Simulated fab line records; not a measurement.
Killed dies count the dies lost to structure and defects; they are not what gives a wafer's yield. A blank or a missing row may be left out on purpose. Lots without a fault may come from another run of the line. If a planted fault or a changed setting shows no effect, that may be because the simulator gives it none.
The same fault as seen by 2 desks    flow rit_cmos    what lay behind the numbers comes last; until then each desk has only its own

TOOL OWNER'S DESK, implanter-01
For each lot that ran on this tool, the mean over its sampled wafers that have a number, from the tool's own readings at RIT_PRETRO_IMPLANT_08. The brackets show how far a lot's mean lies from the usual mean; more than 4 standard deviations puts the lot out of limits, marked OUT.
Columns: A = beam_energy_keV at RIT_PRETRO_IMPLANT_08, usual 45.000
lot   first seen here  A
L454  day 3 09:29      45.008
L455  day 3 14:08      45.000
L456  day 3 18:07      46.499 (+99 or more) OUT
L459  day 4 09:50      46.491 (+99 or more) OUT
L471  day 6 22:10      45.009
L472  day 7 02:13      44.989
This desk's verdict: out of limits on L456, L459, starting with L456 at day 3 18:07 (beam_energy_keV at RIT_PRETRO_IMPLANT_08). Within limits: L454, L455, L471, L472.

AT THE METROLOGY DESK
Means of the sampled wafers that have a number, per lot and without regard to the tool the lot ran on: this is what the gauges read. The brackets show how far a lot's mean lies from the usual mean; more than 4 standard deviations puts the lot out of limits, marked OUT.
Columns: A = ACTIVE_NITRIDE_THK at RIT_ACTIVE_THK_MEAS_04, usual 150.1 nm; B = CONTACT_OVL at RIT_CONTACT_OVL_MEAS_09, usual -1.0 nm
lot   first seen here  A      B
L449  day 1 14:22      150.2  -2.1
L450  day 1 19:54      151.3  -3.6
L452  day 2 04:33      149.0  -1.6
L453  day 2 09:32      148.4  0.4
L454  day 2 16:01      150.3  -0.9
L455  day 2 19:34      151.4  -1.7
L456  day 3 00:32      150.6  -0.1
L457  day 3 05:51      149.7  -1.5
L458  day 3 10:54      150.1  -3.0
L459  day 3 16:24      149.3  -1.5
L467  day 5 07:32      147.9  -1.0
L469  day 5 17:32      149.1  -0.3
L471  day 6 04:15      151.2  -0.2
L472  day 6 08:32      151.6  -0.7
This desk's verdict: no lot among the 14 shows anything out of limits.

PUT TOGETHER
On L456, L459, at day 3 18:07, an alarm was possible from the tool owner's desk.
Metrology desk: nothing out of limits seen.
The metrology desk holds a record of L456, L459, inside its limits.
On implanter-01, each named lot ran RIT_PRETRO_IMPLANT_08.

WHAT THE SIMULATOR HAD INSERTED
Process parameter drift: implanter-01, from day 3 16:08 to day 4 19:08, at RIT_PRETRO_IMPLANT_08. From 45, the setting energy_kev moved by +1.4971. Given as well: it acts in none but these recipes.
Lots struck among those shown: L456, L459.
Time in hours from fault onset to the first out-of-limits reading at each desk: the tool owner's desk, 2.
